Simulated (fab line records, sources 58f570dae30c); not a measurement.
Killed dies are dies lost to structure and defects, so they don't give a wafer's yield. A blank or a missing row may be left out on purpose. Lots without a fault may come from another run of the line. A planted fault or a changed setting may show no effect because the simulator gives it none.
fab line records | flow berkeley_cmos170 | part 1 of 2: steps 1 to 33 of 46
record lots=5 wafers=15 last_day=11
route steps=331 shown ACTIVE@71 PFIELD@79 FIELD@89 SACOX@97 SCREENOX@100 NVT@104 PVT@115
lots that met no fault: from a run of the same line without faults
start_h: hours from the record's first day to the start of the lot's first wafer shown | wait_h: hours since the lot's step before | " the same as in the row above | L1.1+2: a row that stands for several wafers | - no value, or no start given | * or withheld: withheld | < > ~ a bound
route shown NAME@n: a module of which the file shows steps, and the number in the route of the first | usual: mean/standard deviation of fault-free wafers | same: alike in all rows | chamber/n: place in a boat | sites: the reading at each site | _std_site: their standard deviation | _edge_site: outer sites' mean less inner sites' | radius_mm: how far each site lies from the wafer's centre | mask NAME#n: copy n | behind: the tool/chamber that last shaped the wafer | hold: why the lot was held/for how many hours/how that ended | device: the transistor (n, p or np) that didn't switch | end of line: the same wafers' tests at the end of the route | a step without rows: its recipe alone | killed: dies lost to structure and defects at the first sort, not the wafer's yield | map: a wafer's dies, x killed, . not, _ none there
set.NAME: the setting as run; set.NAME@STEP: as run at that earlier step | model.NAME: the simulator's own value behind a step, which no gauge read
lots at some steps of the route; a table a step, a row a wafer
services: from which hour (start_h, from the record's first day; less than 0 if before it) a tool's chamber was out of use, for how many hours, and why
## steps
# step UCB170_ACTIVE_PEB_11
# recipe peb_temp_c=130 peb_time_s=withheld resist=KrF
# columns lot.wafer tool chamber start_h wait_h
L081.2+4+6 litho_track-01 0 110.14 0.1
L089.2+3+6 litho_track-01 0 161.79 0.1
L095.1+4+6 litho_track-01 0 181.14 0.2
L094.3+5+6 litho_track-03 0 181.16 0.3
L097.2+5+6 litho_track-01 0 190.28 0.7
# step UCB170_ACTIVE_DEVELOP_12
# recipe developer=TMAH develop_time_s=45.82 resist=KrF dev_temp_c=21
# columns lot.wafer tool chamber start_h wait_h
L081.2+4+6 litho_track-01 0 - -
L089.2+3+6 litho_track-01 0 - -
L095.1+4+6 litho_track-01 0 - -
L094.3+5+6 litho_track-03 0 - -
L097.2+5+6 litho_track-01 0 - -
# step UCB170_ACTIVE_CD_MEAS_13
# recipe target_cd_nm=1200
# usual cd_nm=1199.8/1.3
# columns lot.wafer tool chamber start_h wait_h cd_nm
L081.2 cd_sem-01 - 110.41 - 1200.3
L081.4 " - " " 1200.9
L081.6 " - " " 1199.7
L089.2 cd_sem-01 - 162.06 - 1199.7
L089.3 " - " " 1199.0
L089.6 " - " " 1198.1
L095.1 cd_sem-01 - 181.42 - 1201.7
L095.4 " - " " 1201.2
L095.6 " - " " 1201.3
L094.3 cd_sem-02 - 181.42 - 1200.8
L094.5 " - " " 1199.5
L094.6 " - " " 1200.5
L097.2 cd_sem-02 - 190.55 - 1198.8
L097.5 " - " " 1197.9
L097.6 " - " " 1198.9
# step UCB170_ACTIVE_OVL_MEAS_14
# usual ACTIVE_OVL=-1/6.1
# columns lot.wafer tool chamber start_h wait_h ACTIVE_OVL[nm]
L081.2 overlay-01 - 110.51 0.1 8
L081.4 " - " " 3
L081.6 " - " " 8
L089.2 overlay-02 - 162.16 0.1 3
L089.3 " - " " -7
L089.6 " - " " 1
L094.3 overlay-01 - 181.51 0.1 12
L094.5 " - " " 8
L094.6 " - " " 10
L095.1 overlay-02 - 181.54 0.1 -4
L095.4 " - " " -3
L095.6 " - " " -4
L097.2 overlay-02 - 190.66 0.1 -5
L097.5 " - " " 2
L097.6 " - " " -4
# step UCB170_ACTIVE_ETCH_15
# recipe chemistry=CH3F/Ar/O2 target=Si3N4 stop_on=SiO2 CH3F_flow_sccm=20 Ar_flow_sccm=50 O2_flow_sccm=7 pressure_mtorr=50 rf_w=450 target_depth_a=2420 over_etch_frac=0.1 time_s=151
# usual drypump_motor_current_A=5.5/0.48 oes_product_au=0.945/0.014 throttle_valve_pct=8.08/0.15
# columns lot.wafer tool chamber start_h wait_h drypump_motor_current_A oes_product_au rf_hours_counter_h throttle_valve_pct
L081.2 rie_diel-02 2 110.54 0.0 5.2 0.949 15 7.95
L081.4 " 0 " " 6.1 0.933 87 8.03
L081.6 " 2 " " 5.2 0.957 - 7.95
L089.2 rie_diel-02 3 162.19 0.0 6.2 0.947 109 8.29
L089.3 " 1 " " 4.7 0.969 130 8.21
L089.6 " 2 " " 5.2 0.957 - 7.94
L094.3 rie_diel-01 3 181.54 0.0 5.6 0.947 115 7.93
L094.5 " 2 " " 5.0 0.949 - 8.15
L094.6 " 1 " " 5.0 0.937 - 8.15
L095.1 rie_diel-02 2 181.58 0.0 5.2 0.960 18 7.95
L095.4 " 1 " " 4.7 0.971 131 8.22
L095.6 " 0 " " 6.1 0.933 - 8.03
L097.2 rie_diel-02 3 190.69 0.0 6.2 0.936 111 8.28
L097.5 " 2 " " 5.2 0.967 - 7.94
L097.6 " 1 " " 4.7 0.966 - 8.22
# step UCB170_ACTIVE_STRIP_16
# recipe chemistry=O2 power_w=400 pressure_mtorr=3500 platen_temp_c=withheld o2_flow_sccm=400 overash_fraction=0.5
# usual drypump_motor_current_A=5.6/0.47 oes_product_au=0.721/0.0044 strip_time_to_endpoint_s=18.15/0.082
# columns lot.wafer tool chamber start_h wait_h drypump_motor_current_A oes_product_au rf_hours_counter_h strip_time_to_endpoint_s
L081.2 plasma_asher-04 0 110.68 0.1 5.7 0.720 38 18.13
L081.4 " 0 " " 5.7 0.728 - 18.13
L081.6 " 1 " " 5.3 0.718 - 18.19
L089.2 plasma_asher-01 1 162.29 0.1 6.3 0.727 36 18.13
L089.3 " 1 " " 6.4 0.717 - 18.10
L089.6 " 1 " " 6.3 0.712 - 18.07
L094.3 plasma_asher-02 1 181.67 0.1 5.8 0.725 - 18.13
L094.5 " 1 " " 5.8 0.719 - 17.95
L094.6 " 0 " " 5.2 0.717 - 18.14
L095.1 plasma_asher-01 1 181.68 0.1 6.3 0.723 38 18.23
L095.4 " 0 " " 5.0 0.719 - 18.19
L095.6 " 1 " " 6.3 0.719 - 18.04
L097.2 plasma_asher-04 1 190.79 0.1 5.4 0.720 47 18.15
L097.5 " 1 " " 5.3 0.723 - 18.15
L097.6 " 0 " " 5.7 0.723 - 18.26
# step UCB170_ACTIVE_CD_MEAS_90
# recipe target_cd_nm=1200
# usual cd_nm=1199.8/1.4
# columns lot.wafer tool chamber start_h wait_h cd_nm
L081.2 cd_sem-01 - 110.80 0.1 1200.2
L081.4 " - " " 1200.9
L081.6 " - " " 1199.7
L089.2 cd_sem-01 - 162.41 0.1 1200.0
L089.3 " - " " 1199.2
L089.6 " - " " 1198.1
L095.1 cd_sem-01 - 181.81 0.1 1201.9
L095.4 " - " " 1201.1
L095.6 " - " " 1201.3
L094.3 cd_sem-02 - 181.82 0.1 1200.5
L094.5 " - " " 1199.4
L094.6 " - " " 1201.0
L097.2 cd_sem-01 - 190.91 0.1 1197.9
L097.5 " - " " 1197.7
L097.6 " - " " 1198.6
# step UCB170_ACTIVE_CLEAN_17
# recipe chemistry=SPM temp_c=120 time_s=600
# columns lot.wafer tool chamber start_h wait_h
L081.2+4+6 wet_bench-01 2 111.72 0.9
L089.2+3+6 wet_bench-01 0 162.51 0.1
L094.3+5+6 wet_bench-04 0 181.90 0.1
L095.1+4+6 wet_bench-04 0 182.07 0.2
L097.2+5+6 wet_bench-03 2 191.24 0.3
# step UCB170_PFIELD_HMDS_00
# recipe prime_time_s=60 prime_temp_c=100
# columns lot.wafer tool chamber start_h wait_h
L081.2+4+6 litho_track-01 0 112.31 0.4
L089.2+3+6 litho_track-01 0 162.73 0.0
L094.3+5+6 litho_track-02 0 182.28 0.2
L095.1+4+6 litho_track-04 0 182.53 0.3
L097.2+5+6 litho_track-01 0 191.73 0.3
# step UCB170_PFIELD_COAT_01
# recipe resist=KrF spin_rpm=1500 resist_thk_nm=900
# columns lot.wafer tool chamber start_h wait_h
L081.2+4+6 litho_track-01 0 112.46 0.1
L089.2+3+6 litho_track-01 0 162.88 0.1
L094.3+5+6 litho_track-02 0 182.43 0.1
L095.1+4+6 litho_track-04 0 182.68 0.1
L097.2+5+6 litho_track-01 0 191.88 0.1
# step UCB170_PFIELD_SOFTBAKE_02
# recipe resist=KrF temp_c=130 time_s=60
# columns lot.wafer tool chamber start_h wait_h
L081.2+4+6 litho_track-01 0 112.61 0.1
L089.2+3+6 litho_track-01 0 163.03 0.1
L094.3+5+6 litho_track-02 0 182.58 0.1
L095.1+4+6 litho_track-04 0 182.83 0.1
L097.2+5+6 litho_track-01 0 192.03 0.1
# step UCB170_PFIELD_EXPOSE_03
# recipe mask_id=PFIELD na=0.5 sigma_outer=0.6 source_shape=conventional target_cd_nm=1500 dose_mj=30
# usual exposure_dose_mJ_cm2=30.003/0.027 focus_offset_nm=0.0/0.55
# columns lot.wafer tool chamber start_h wait_h mask exposure_dose_mJ_cm2 focus_offset_nm
L081.2 krf_scanner-02 0 112.88 0.2 PFIELD#0 29.979 -0.8
L081.4 " 0 " " PFIELD#0 29.993 -0.6
L081.6 " 0 " " PFIELD#0 29.952 0.1
L089.2 krf_scanner-02 0 163.30 0.2 PFIELD#0 30.013 -0.5
L089.3 " 0 " " PFIELD#0 30.017 0.1
L089.6 " 0 " " PFIELD#0 30.047 -0.3
L094.3 krf_scanner-02 0 182.99 0.4 PFIELD#0 30.027 0.7
L094.5 " 0 " " PFIELD#0 30.064 -0.1
L094.6 " 0 " " PFIELD#0 30.013 0.8
L095.1 krf_scanner-02 0 183.07 0.2 PFIELD#0 30.024 -0.1
L095.4 " 0 " " PFIELD#0 29.997 0.3
L095.6 " 0 " " PFIELD#0 29.991 0.1
L097.2 krf_scanner-01 0 192.40 0.3 PFIELD#0 30.002 0.3
L097.5 " 0 " " PFIELD#0 30.009 0.6
L097.6 " 0 " " PFIELD#0 29.933 -0.1
# step UCB170_PFIELD_PEB_04
# recipe peb_temp_c=130 peb_time_s=withheld resist=KrF
# columns lot.wafer tool chamber start_h wait_h
L081.2+4+6 litho_track-01 0 113.21 0.3
L089.2+3+6 litho_track-04 0 163.91 0.6
L095.1+4+6 litho_track-04 0 183.43 0.3
L094.3+5+6 litho_track-02 0 183.46 0.4
L097.2+5+6 litho_track-02 0 193.31 0.9
# step UCB170_PFIELD_DEVELOP_05
# recipe developer=TMAH develop_time_s=45 resist=KrF dev_temp_c=21
# columns lot.wafer tool chamber start_h wait_h
L081.2+4+6 litho_track-01 0 - -
L089.2+3+6 litho_track-04 0 - -
L095.1+4+6 litho_track-04 0 - -
L094.3+5+6 litho_track-02 0 - -
L097.2+5+6 litho_track-02 0 - -
# step UCB170_PFIELD_OVL_MEAS_06
# usual PFIELD_OVL=0/5.1
# columns lot.wafer tool chamber start_h wait_h PFIELD_OVL[nm]
L081.2 overlay-01 - 113.47 - 3
L081.4 " - " " 0
L081.6 " - " " 5
L089.2 overlay-01 - 164.16 - -2
L089.3 " - " " 4
L089.6 " - " " 0
L094.3 overlay-02 - 183.70 - 6
L094.5 " - " " 8
L094.6 " - " " 8
L095.1 overlay-01 - 183.71 - -6
L095.4 " - " " 0
L095.6 " - " " -8
L097.2 overlay-02 - 193.56 - 14
L097.5 " - " " 12
L097.6 " - " " 16
# step UCB170_PFIELD_IMPLANT_07
# recipe species=B dose_cm2=2e+13 energy_kev=80 tilt_deg=7
# usual end_station_pressure_torr=5.05e-06/2.8e-07 faraday_current_uA=63.6/1.3
# columns lot.wafer tool chamber start_h wait_h end_station_pressure_torr faraday_current_uA
L081.2 implanter-01 0 113.52 0.0 4.58e-06 63.9
L081.4 " 0 " " 5.39e-06 63.7
L081.6 " 0 " " 5.03e-06 63.1
L089.2 implanter-02 0 164.22 0.0 5.17e-06 61.7
L089.3 " 0 " " 4.86e-06 63.2
L089.6 " 0 " " 4.86e-06 64.4
L095.1 implanter-04 0 183.75 0.0 5.54e-06 65.5
L095.4 " 0 " " 5.34e-06 62.4
L095.6 " 0 " " 5.32e-06 64.1
L094.3 implanter-02 0 183.77 0.1 4.76e-06 61.4
L094.5 " 0 " " 5.18e-06 63.6
L094.6 " 0 " " 4.98e-06 61.9
L097.2 implanter-01 0 193.62 0.0 5.23e-06 62.8
L097.5 " 0 " " 4.66e-06 65.2
L097.6 " 0 " " 5.15e-06 64.6
# step UCB170_PFIELD_STRIP_08
# recipe chemistry=O2 power_w=400 pressure_mtorr=3500 platen_temp_c=withheld o2_flow_sccm=400 overash_fraction=0.5
# usual drypump_motor_current_A=5.7/0.45 oes_product_au=0.734/0.0042 strip_time_to_endpoint_s=21.62/0.072
# columns lot.wafer tool chamber start_h wait_h drypump_motor_current_A oes_product_au rf_hours_counter_h strip_time_to_endpoint_s
L081.2 plasma_asher-04 0 113.65 0.1 5.7 0.738 38 21.54
L081.4 " 1 " " 5.4 0.737 - 21.58
L081.6 " 0 " " 5.7 0.729 - 21.52
L089.2 plasma_asher-01 0 164.34 0.1 5.0 0.733 36 21.69
L089.3 " 0 " " 5.0 0.737 - 21.66
L089.6 " 1 " " 6.3 0.731 - 21.61
L095.1 plasma_asher-03 1 183.90 0.1 5.8 0.742 51 21.50
L095.4 " 0 " " 6.2 0.737 - 21.51
L095.6 " 1 " " 5.8 0.734 - 21.56
L094.3 plasma_asher-01 1 183.90 0.1 6.3 0.733 - 21.62
L094.5 " 0 " " 5.0 0.736 - 21.68
L094.6 " 1 " " 6.3 0.737 - 21.59
L097.2 plasma_asher-04 1 193.74 0.1 5.4 0.733 47 21.59
L097.5 " 1 " " 5.4 0.738 - 21.58
L097.6 " 0 " " 5.7 0.734 - 21.59
# step UCB170_PFIELD_TW_MEAS_09
# usual PFIELD_TW=603/3.1
# columns lot.wafer tool chamber start_h wait_h PFIELD_TW
L081.2 film_metro-01 - 113.76 0.1 606
L081.4 " - " " 600
L081.6 " - " " 599
L089.2 film_metro-01 - 164.45 0.1 601
L089.3 " - " " 602
L089.6 " - " " 601
L094.3 film_metro-03 - 183.99 0.1 604
L094.5 " - " " 605
L094.6 " - " " 605
L095.1 film_metro-04 - 184.00 0.1 596
L095.4 " - " " 597
L095.6 " - " " 599
L097.2 film_metro-03 - 193.85 0.1 603
L097.5 " - " " 606
L097.6 " - " " 604
# step UCB170_FIELD_CLEAN_00
# recipe chemistry=dHF dilution=25:1 time_s=7.5
# columns lot.wafer tool chamber start_h wait_h
L081.2+4+6 wet_bench-04 0 115.45 1.7
L089.2+3+6 wet_bench-01 0 164.50 0.0
L094.3+5+6 wet_bench-02 1 184.03 0.0
L095.1+4+6 wet_bench-04 2 184.06 0.1
L097.2+5+6 wet_bench-04 2 193.90 0.0
# step UCB170_FIELD_OXIDATION_01
# recipe temp_c=1000 ambient=H2O p_h2o_torr=584.62 target_thk_a=5583 ox_time_s=7200
# same ox_time_s=7200
# columns lot.wafer tool chamber start_h wait_h
L081.2+4+6 furnace-02 0 116.10 0.6
L089.2+3+6 furnace-03 0 167.93 3.4
L094.3+5+6 furnace-04 0 186.36 2.3
L095.1+4+6 furnace-04 0 186.36 2.3
L097.2+5+6 furnace-03 0 195.24 1.3
# step UCB170_FIELD_THK_MEAS_02
# recipe reads=SiO2_of_FIELD_OXIDATION_01
# usual FIELD_OXIDE_THK=553/9.9
# columns lot.wafer tool chamber start_h wait_h FIELD_OXIDE_THK[nm]
L081.2 film_metro-04 - 119.11 0.0 572
L081.4 " - " " 570
L081.6 " - " " 581
L089.2 film_metro-04 - 170.94 0.0 547
L089.3 " - " " 530
L089.6 " - " " 541
L095.1 film_metro-04 - 189.36 0.0 558
L095.4 " - " " 558
L095.6 " - " " 555
L094.3 film_metro-01 - 189.38 0.0 567
L094.5 " - " " 557
L094.6 " - " " 557
L097.2 film_metro-02 - 198.25 0.0 553
L097.5 " - " " 551
L097.6 " - " " 556
# step UCB170_FIELD_ANNEAL_03
# recipe temp_c=1000 time_s=1200 ambient=N2
# columns lot.wafer tool chamber start_h wait_h
L081.2+4+6 furnace-03 0 122.31 3.2
L089.2+3+6 furnace-04 0 172.50 1.5
L094.3+5+6 furnace-04 0 190.71 1.3
L095.1+4+6 furnace-04 0 190.71 1.3
L097.2+5+6 furnace-02 0 200.18 1.9
# step UCB170_FIELD_WET_ETCH_04
# recipe chemistry=dHF dilution=10:1 target=SiO2 temp_c=25 time_s=58.18
# columns lot.wafer tool chamber start_h wait_h
L081.2+4+6 wet_bench-02 0 123.64 0.0
L089.2+3+6 wet_bench-04 0 173.83 0.0
L094.3+5+6 wet_bench-01 2 192.05 0.0
L095.1+4+6 wet_bench-01 1 192.05 0.0
L097.2+5+6 wet_bench-02 1 201.55 0.0
# step UCB170_FIELD_WET_ETCH_05
# recipe chemistry=H3PO4 target=Si3N4 temp_c=160 time_s=12600
# columns lot.wafer tool chamber start_h wait_h
L081.2+4+6 wet_bench-01 3 123.67 0.0
L089.2+3+6 wet_bench-02 0 173.85 0.0
L094.3+5+6 wet_bench-02 1 192.07 0.0
L095.1+4+6 wet_bench-02 0 192.07 0.0
L097.2+5+6 wet_bench-02 0 201.75 0.2
# step UCB170_FIELD_WET_ETCH_06
# recipe chemistry=BOE dilution=5:1 target=SiO2 temp_c=25 time_s=22
# columns lot.wafer tool chamber start_h wait_h
L081.2+4+6 wet_bench-02 1 127.19 0.0
L089.2+3+6 wet_bench-01 2 177.36 0.0
L094.3+5+6 wet_bench-02 1 195.58 0.0
L095.1+4+6 wet_bench-02 0 195.58 0.0
L097.2+5+6 wet_bench-02 2 205.30 0.0
# step UCB170_FIELD_THK_MEAS_90
# recipe reads=SiO2_of_FIELD_OXIDATION_01
# usual FIELD_OXIDE_LEFT_1_THK=438/10
# columns lot.wafer tool chamber start_h wait_h FIELD_OXIDE_LEFT_1_THK[nm]
L081.2 film_metro-01 - 127.23 0.0 457
L081.4 " - " " 454
L081.6 " - " " 466
L089.2 film_metro-01 - 177.39 0.0 431
L089.3 " - " " 413
L089.6 " - " " 425
L095.1 film_metro-02 - 195.59 0.0 442
L095.4 " - " " 443
L095.6 " - " " 439
L094.3 film_metro-01 - 195.67 0.1 451
L094.5 " - " " 441
L094.6 " - " " 441
L097.2 film_metro-02 - 205.33 0.0 437
L097.5 " - " " 435
L097.6 " - " " 441
# step UCB170_SACOX_CLEAN_00
# recipe chemistry=dHF dilution=25:1 time_s=7.5
# columns lot.wafer tool chamber start_h wait_h
L081.2+4+6 wet_bench-02 2 127.28 0.0
L089.2+3+6 wet_bench-03 1 177.44 0.0
L095.1+4+6 wet_bench-03 3 195.65 0.1
L094.3+5+6 wet_bench-02 1 195.71 0.0
L097.2+5+6 wet_bench-02 3 205.49 0.2
# step UCB170_SACOX_OXIDATION_01
# recipe temp_c=900 ambient=O2 target_thk_a=144 ox_time_s=2400
# same ox_time_s=2400
# columns lot.wafer tool chamber start_h wait_h
L081.2+4+6 furnace-04 0 130.88 3.6
L089.2+3+6 furnace-02 0 180.36 2.9
L094.3+5+6 furnace-02 0 198.51 2.8
L095.1+4+6 furnace-02 0 198.51 2.8
L097.2+5+6 furnace-04 0 207.03 1.5
# step UCB170_SACOX_THK_MEAS_02
# recipe reads=SiO2_of_SACOX_OXIDATION_01
# usual SACOX_OXIDE_THK=14.36/0.25
# columns lot.wafer tool chamber start_h wait_h SACOX_OXIDE_THK[nm]
L081.2 film_metro-01 - 132.56 0.0 14.29
L081.4 " - " " 14.34
L081.6 " - " " 14.40
L089.2 film_metro-03 - 182.04 0.0 14.37
L089.3 " - " " 14.31
L089.6 " - " " 14.11
L095.1 film_metro-02 - 200.18 0.0 14.50
L095.4 " - " " 14.60
L095.6 " - " " 14.61
L094.3 film_metro-01 - 200.26 0.1 14.88
L094.5 " - " " 14.73
L094.6 " - " " 14.71
L097.2 film_metro-03 - 208.71 0.0 13.96
L097.5 " - " " 14.01
L097.6 " - " " 14.18
# step UCB170_SCREENOX_WET_ETCH_00
# recipe chemistry=dHF dilution=25:1 target=SiO2 temp_c=25 time_s=200
# columns lot.wafer tool chamber start_h wait_h
L081.2+4+6 wet_bench-03 0 133.90 1.3
L089.2+3+6 wet_bench-01 0 182.12 0.1
L095.1+4+6 wet_bench-02 1 200.24 0.1
L094.3+5+6 wet_bench-02 1 200.30 0.0
L097.2+5+6 wet_bench-03 3 208.76 0.0
# step UCB170_SCREENOX_OXIDATION_01
# recipe temp_c=900 ambient=O2 target_thk_a=144 ox_time_s=2400
# same ox_time_s=2400
# columns lot.wafer tool chamber start_h wait_h
L081.2+4+6 furnace-03 0 136.41 2.4
L089.2+3+6 furnace-03 0 183.53 1.3
L094.3+5+6 furnace-02 0 201.51 1.1
L095.1+4+6 furnace-02 0 201.51 1.2
L097.2+5+6 furnace-02 0 210.61 1.8
# step UCB170_SCREENOX_THK_MEAS_02
# recipe reads=SiO2_of_SCREENOX_OXIDATION_01
# usual SCREENOX_OXIDE_THK=14.4/0.37
# columns lot.wafer tool chamber start_h wait_h SCREENOX_OXIDE_THK[nm]
L081.2 film_metro-04 - 138.09 0.0 14.3
L081.4 " - " " 14.7
L081.6 " - " " 14.5
L089.2 film_metro-03 - 185.20 0.0 14.3
L089.3 " - " " 14.3
L089.6 " - " " 14.2
L095.1 film_metro-03 - 203.18 0.0 14.8
L095.4 " - " " 14.7
L095.6 " - " " 14.7
L094.3 film_metro-02 - 203.20 0.0 14.4
L094.5 " - " " 14.3
L094.6 " - " " 14.7
L097.2 film_metro-02 - 212.43 0.1 15.1
L097.5 " - " " 14.9
L097.6 " - " " 15.2
# step UCB170_SCREENOX_ANNEAL_03
# recipe temp_c=900 time_s=900 ambient=N2
# columns lot.wafer tool chamber start_h wait_h
L081.2+4+6 furnace-03 0 142.33 4.2
L089.2+3+6 furnace-02 0 187.56 2.4
L094.3+5+6 furnace-02 0 204.51 1.3
L095.1+4+6 furnace-02 0 204.51 1.3
L097.2+5+6 furnace-03 0 213.91 1.5
